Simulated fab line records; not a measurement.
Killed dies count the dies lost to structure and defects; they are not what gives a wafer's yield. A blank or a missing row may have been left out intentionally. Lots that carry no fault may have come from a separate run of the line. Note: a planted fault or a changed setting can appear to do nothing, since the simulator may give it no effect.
8D (eight disciplines) problem report, filled in by code -- flow rit_cmos -- the parts of the form that need people (team, actions taken, sign-off) are left out

== 1. PROBLEM STATEMENT ==
Wafers without a fault read 0.1, standard deviation 0.24; killed_at_contacts at RIT_M1_PROBE_99 reads a mean of 36.0 on 3 wafers belonging to 2 lots. So: +99 or more standard deviations from the usual mean.
Seen first at day 5 20:59 on prober-02, wafer L831.1. The record has a number at this step for 6 wafers belonging to 2 lots. Rule for "out", or "out of limits": more than 4 standard deviations from the usual mean. The rest of the wafers with a number are treated as sound.

== 2. WHAT IT IS, AND WHAT IT ISN'T ==
question,is,is not
which readings at this step,"killed_at_contacts, killed_dies","killed_at_M0_to_M3, killed_at_front_end, killed_open, killed_short"
which lots,"L831, L834",-
which wafers of those lots,"L831.1, L834.3, L834.4","L831.2, L831.6, L834.1"
read on which tools,"prober-01, prober-02",-
when,from day 5 20:59,"up to then (0 sound wafers); but 3 sound wafers of L831, L834 came after"

== 3. THE SUSPECTS, EACH WITH WHAT RULES IT OUT ==
Counting: any tool at a process step up to the reading remains a suspect provided it ran every lot that is out. Sound lots after the first of them don't rule it out here, since some wafers of a struck lot are sound.
- pecvd-04 at RIT_CONTACT_CVD_00 (deposits SiO2 from TEOS, target thk 400 nm, time 61 s): kept. It ran every lot that is out, first L831 (day 5 13:38).
- At RIT_CONTACT_CVD_00, inside pecvd-04: chamber 2 took the wafers that are out, while their sound lot-mates went through chambers 0, 1.
Remaining after the count: pecvd-04 at RIT_CONTACT_CVD_00.

== 4. THE CAUSE (what the simulator had put in) ==
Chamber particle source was pecvd-04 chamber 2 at RIT_CONTACT_CVD_00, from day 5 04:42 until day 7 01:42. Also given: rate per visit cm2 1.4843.
Counting left only this tool.

== 5. THE EFFECT CHAIN, in route order ==
Each row: a reading whose mean over the struck wafers that have a number lies more than 3 standard deviations from the usual. Readings are gone through only where the record gives a usual standard deviation; hours: the median, over the lots, of the time from a lot's start at the first step in this table giving one to that lot's start at this step; sigmas: the change measured in usual standard deviations.
hours,step,reading,usual,on struck wafers,change,sigmas
0,RIT_M1_PROBE_99,killed_at_contacts,0.1,36.0,+35.9,+99 or more
0,RIT_M1_PROBE_99,killed_dies,6.6,43.7,+37.1,+14
It contains these process steps:
- RIT_M1_PROBE_99

== 6. HOW IT WOULD HAVE BEEN CAUGHT EARLIER ==
In this record the first reading out of limits was taken at day 5 20:59, 16 hours after the fault began at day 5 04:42.
Of the tool readings at RIT_CONTACT_CVD_00 for which the record gives a usual standard deviation, none was out on any struck wafer, so an alarm limit of 4 standard deviations on them would not have fired.
Of the lots that are out (2), L834 began RIT_CONTACT_CVD_00 on pecvd-04 after day 5 20:59. Had the tool been put on hold then, it would have been spared.
